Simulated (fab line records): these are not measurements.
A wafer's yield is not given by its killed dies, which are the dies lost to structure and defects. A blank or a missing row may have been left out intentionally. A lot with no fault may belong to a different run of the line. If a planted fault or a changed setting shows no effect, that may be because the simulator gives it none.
Comparing a struck lot with a sound one | flow rit_cmos | 44 out of 202 route steps
Sound: these wafers, L114.1, L114.2, L114.4. Wafers struck: L127.2, L127.4, L127.6. The cause is named last.
For every step that has rows: the tool of each side, followed by ch and its chambers, followed by its first start. Under that, the readings that differ: sound wafers | struck wafers | difference of the means | sigmas: that difference in standard deviations of wafers without a fault.
alike: a reading whose means differ by less than 2 such deviations, as well as words and numbers matching on both sides. not compared: withheld readings; readings where some wafer has no value; bounds like >300 that might hide an equal value; numbers whose values overlap and for which the record gives no deviation.
Wherever a step has rows on one side only, a row that says differs or no value, or a row with sigmas, the two part there. Numbers that have no deviation but don't overlap get no sigmas and don't part them. Lack of a reading on every wafer of one side parts them only where that side has two or more wafers.

first, 4 steps without rows for these wafers: RIT_PLDD_SOFTBAKE_02 (time 60 s); RIT_PLDD_EXPOSE_03 (exposes mask M8, target cd 40900 nm); RIT_PLDD_PEB_04; RIT_PLDD_DEVELOP_05 (develop time 50 s).
RIT_PLDD_OVL_MEAS_06:
  sound on overlay-01, day 3 11:27; struck on overlay-02, day 5 13:31
  alike: PLDD_OVL
then, 2 steps without rows for these wafers: RIT_PLDD_HARDBAKE_07 (time 60 s); RIT_PLDD_IMPLANT_08.
RIT_PLDD_STRIP_09: strips in O2, time 180 s.
  sound on plasma_asher-03 ch 0,1, day 3 11:47; struck on plasma_asher-02 ch 0,1, day 5 13:51
  alike: drypump_motor_current_A, rf_refl_power_W
  not compared: rf_hours_counter_h
RIT_PLDD_TW_MEAS_10:
  sound on film_metro-03, day 3 11:58; struck on film_metro-01, day 5 14:02
  reading | sound          | struck         | difference | sigmas
  PLDD_TW | 2395 2384 2380 | 2322 2323 2311 | -68        | -3
then, 3 steps without rows for these wafers: RIT_SPACER_CLEAN_00 (cleans in SC1, time 600 s); RIT_SPACER_CLEAN_01 (cleans in dHF, time 30 s); RIT_SPACER_CLEAN_02 (cleans in SC2, time 600 s).
RIT_SPACER_CVD_03: deposits Si3N4 from SiH2Cl2/NH3, target thk 250 nm, time 3300 s.
  sound on lpcvd-02 ch 0, day 3 12:25; struck on lpcvd-01 ch 1, day 5 14:28
  reading                                  | sound             | struck            | difference | sigmas
  spike_tc_centre_C (C)                    | 814.4 813.7 812.7 | 825.6 824.9 825.1 | +11.6      | +9
  model.Si3N4_of_SPACER_CVD_03.thk_nm (nm) | 245.5 246.7 248.4 | 256.4 264 276     | +18.6      |
RIT_SPACER_THK_MEAS_04:
  sound on film_metro-02, day 3 14:19; struck on film_metro-03, day 5 16:23
  reading                 | sound             | struck            | difference | sigmas
  SPACER_NITRIDE_THK (nm) | 245.4 246.5 248.6 | 256.4 264.0 276.1 | +18.7      | +8
RIT_SPACER_ETCHBACK_05: etches Si3N4 in SF6/CHF3, stops on SiO2, target depth 250 nm, time 240 s.
  sound on rie_diel-04 ch 0,1,3, day 3 14:23; struck on rie_diel-02 ch 1,2,3, day 5 16:26
  reading                  | sound             | struck            | difference | sigmas
  oes_product_au (a.u.)    | 0.845 0.866 0.851 | 0.872 0.877 0.917 | +0.035     | +3
  model.etch.depth_nm (nm) | 245.5 246.7 248.4 | 256.4 264 276     | +18.6      |
  alike: drypump_motor_current_A, throttle_valve_pct
  not compared: rf_hours_counter_h
then, 6 steps without rows for these wafers: RIT_NSD_HMDS_00 (prime time 60 s); RIT_NSD_COAT_01 (resist thk 1000 nm); RIT_NSD_SOFTBAKE_02 (time 60 s); RIT_NSD_EXPOSE_03 (exposes mask M9, target cd 40700 nm); RIT_NSD_PEB_04; RIT_NSD_DEVELOP_05 (develop time 50 s).
RIT_NSD_OVL_MEAS_06:
  sound on overlay-02, day 3 15:35; struck on overlay-02, day 5 17:50
  reading      | sound        | struck         | difference | sigmas
  NSD_OVL (nm) | 1.4 2.6 -0.3 | -2.0 -2.8 -0.6 | -3.0       | -2
then, 2 steps without rows for these wafers: RIT_NSD_HARDBAKE_07 (time 60 s); RIT_NSD_IMPLANT_08.
RIT_NSD_STRIP_09: strips in O2, time 180 s.
  sound on plasma_asher-03 ch 0,1, day 3 16:00; struck on plasma_asher-03 ch 0,1, day 5 18:10
  alike: drypump_motor_current_A, rf_refl_power_W
  not compared: rf_hours_counter_h
RIT_NSD_TW_MEAS_10:
  sound on film_metro-03, day 3 16:11; struck on film_metro-03, day 5 18:20
  alike: NSD_TW
then, 6 steps without rows for these wafers: RIT_PSD_HMDS_00 (prime time 60 s); RIT_PSD_COAT_01 (resist thk 1000 nm); RIT_PSD_SOFTBAKE_02 (time 60 s); RIT_PSD_EXPOSE_03 (exposes mask M10, target cd 40900 nm); RIT_PSD_PEB_04; RIT_PSD_DEVELOP_05 (develop time 50 s).
RIT_PSD_OVL_MEAS_06:
  sound on overlay-01, day 3 17:24; struck on overlay-01, day 5 19:15
  alike: PSD_OVL
then, 2 steps without rows for these wafers: RIT_PSD_HARDBAKE_07 (time 60 s); RIT_PSD_IMPLANT_08.
RIT_PSD_STRIP_09: strips in O2, time 180 s.
  sound on plasma_asher-01 ch 0,1, day 3 17:44; struck on plasma_asher-02 ch 0,1, day 5 19:35
  alike: drypump_motor_current_A, rf_refl_power_W
  not compared: rf_hours_counter_h
RIT_PSD_TW_MEAS_10:
  sound on film_metro-04, day 3 17:55; struck on film_metro-04, day 5 19:46
  alike: PSD_TW
then, 3 steps without rows for these wafers: RIT_SDANNEAL_CLEAN_00 (cleans in SC1, time 600 s); RIT_SDANNEAL_CLEAN_01 (cleans in dHF, time 30 s); RIT_SDANNEAL_CLEAN_02 (cleans in SC2, time 600 s).
RIT_SDANNEAL_RTA_03: time 5 s.
  sound on rtp_anneal-01 ch 0, day 3 18:20; struck on rtp_anneal-02 ch 0, day 5 20:13
  alike: wafer_temp_C_max
RIT_SDANNEAL_RS_MEAS_04: measures by four-point-probe.
  sound on film_metro-01, day 3 18:24; struck on film_metro-03, day 5 20:16
  alike: PSD_RS
RIT_SILICIDE_WET_ETCH_00: etches SiO2 in BOE, target depth 14 nm, time 15 s.
  sound on wet_bench-01 ch 1, day 3 18:53; struck on wet_bench-03 ch 0, day 5 20:44
  reading                                  | sound             | struck          | difference | sigmas
  model.Si3N4_of_SPACER_CVD_03.thk_nm (nm) | 190.9 193.2 193.8 | 199.6 207 216.9 | +15.2      |
RIT_M1_PROBE_99:
  sound on prober-01, day 4 03:15; struck on prober-02, day 6 03:43
  reading                               | sound             | struck            | difference | sigmas
  model.etest.nplus_sal.width_nm (nm)   | 3468 3479 3471    | 3454 3411 3368    | -62        |
  model.etest.pwell_pinched.rs_ohm_sq   | 460.7 461 462.8   | 452.8 436.4 441.5 | -17.9      |
  model.etest.contact_nplus.end_ohm_um  | 42.77 41.37 42.65 | 41.31 39.31 37.65 | -2.84      |
  model.etest.nmos_0p15.tox_inv_nm (nm) | 4.375 4.425 4.426 | 4.433 4.517 4.67  | +0.131     |
  alike: killed_at_front_end, killed_dies, killed_open, killed_short
  not compared: model.etest.pplus_sal.width_nm, model.etest.nwell_pinched.rs_ohm_sq, model.etest.diode_nplus_comb.leak_log10_a_cm2, model.etest.diode_pplus_nwell.bv_v

== WHERE THEY PART ==
Last at RIT_NSD_OVL_MEAS_06 as far as this record goes, first at RIT_PLDD_TW_MEAS_10. Later steps at which nothing parts them and some readings are alike: RIT_NSD_STRIP_09, RIT_NSD_TW_MEAS_10, RIT_PSD_OVL_MEAS_06, RIT_PSD_STRIP_09, RIT_PSD_TW_MEAS_10, RIT_SDANNEAL_RTA_03, RIT_SDANNEAL_RS_MEAS_04, RIT_M1_PROBE_99.

WHY: what the simulator had put in
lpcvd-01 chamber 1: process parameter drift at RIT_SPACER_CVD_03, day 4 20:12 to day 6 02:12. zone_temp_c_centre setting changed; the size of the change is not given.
